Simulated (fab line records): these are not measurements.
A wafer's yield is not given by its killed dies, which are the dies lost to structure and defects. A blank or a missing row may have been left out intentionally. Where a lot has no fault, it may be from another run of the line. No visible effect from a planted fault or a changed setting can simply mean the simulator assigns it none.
Problem report in the 8D (eight disciplines) form, filled by code -- flow berkeley-cmos170 -- the parts of the form that need people (team, actions taken, sign-off) are left out

1. WHAT WENT WRONG
Wafers free of any fault read 0.0324 ohm/sq (standard deviation 0.00036) for M2_AL_RS at UCB170_M2_RS_MEAS_02, against a mean of 0.0249 ohm/sq on 9 wafers of 3 lots. That is -21 standard deviations from the usual mean.
The step: measures by four-point-probe.
First seen on wafer L155.1, day 8 01:18, on film-metro-02. Wafers with a number at this step in the record: 45, from 15 lots. The rule behind "out" and "out of limits": a value lying over 4 standard deviations away from the usual mean. The rest of the wafers with a number are treated as sound.

2. WHAT THIS IS AND IS NOT
question,is,is not
which readings at this step,M2_AL_RS,-
which lots,"L155, L156, L160","L150, L151, L153, L157, L159, L164, L167, L168, L169, L170, L171, L173"
which wafers of those lots,all that have a number,-
read on which gauges,"film-metro-02, film-metro-04",film-metro-03
when,from day 8 01:18,"up to then (9 sound wafers); but 27 sound wafers of L157, L159, L164, L167, L168, L169, L170, L171, L173 came after"

3. WHAT RULES OUT EACH SUSPECT
Counting: any tool at a process step up to the reading is kept as a suspect provided that every lot that is out went through it and no sound lot did after the first of them.
- ruled out: the gauge at UCB170_M2_RS_MEAS_02. The wafers that are out were read on 2 gauges (film-metro-02, film-metro-04).
- pvd-sputter-01 at UCB170_M2_SPUTTER_01 (material Al, target thk 900 nm, time 120 s): ruled out as a lasting fault. After its first lot that is out, L155 (day 8 01:13), sound lots L169, L173, L171 ran on it.
Left after counting: nothing in the record.

4. THE CAUSE (what the simulator had put in)
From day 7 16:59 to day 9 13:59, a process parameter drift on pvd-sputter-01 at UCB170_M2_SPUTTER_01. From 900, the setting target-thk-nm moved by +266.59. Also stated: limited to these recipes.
It was ruled out by counting, in error; the rule expects a fault to strike all lots run on its tool from its start on, and this fault did not.

5. THE CHAIN OF EFFECTS, in route order
Rows list readings where the struck wafers' mean (over those with a number) sits beyond 3 standard deviations from the usual. Readings are gone through only where the record gives a usual standard deviation; hours: the median, over the lots, of the time from a lot's start at the first step in this table giving one to that lot's start at this step; sigmas: the change measured in usual standard deviations.
hours,step,reading,usual,on struck wafers,change,sigmas
0,UCB170_M2_RS_MEAS_02,M2_AL_RS,0.0324 ohm/sq,0.0249,-0.0075,-21
0,UCB170_M2_THK_MEAS_03,M2_AL_THK,885 nm,1147,+262,+26
2,UCB170_M2_METAL_ETCH_18,oes-product-au,0.853 a.u.,0.978,+0.125,+16
The process steps in it:
- UCB170_M2_METAL_ETCH_18: etches Al in Cl2/BCl3, stops on SiO2, target depth 1170 nm, time 195 s.

6. WHAT WOULD HAVE CAUGHT IT SOONER
Counted from the fault's start at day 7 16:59, it took 8 hours until the first out-of-limits reading at a measuring or inspecting step in this record, taken at day 8 01:18.
Of the tool readings at UCB170_M2_SPUTTER_01 for which the record gives a usual standard deviation, none was out on any struck wafer, so an alarm limit of 4 standard deviations on them would not have fired.
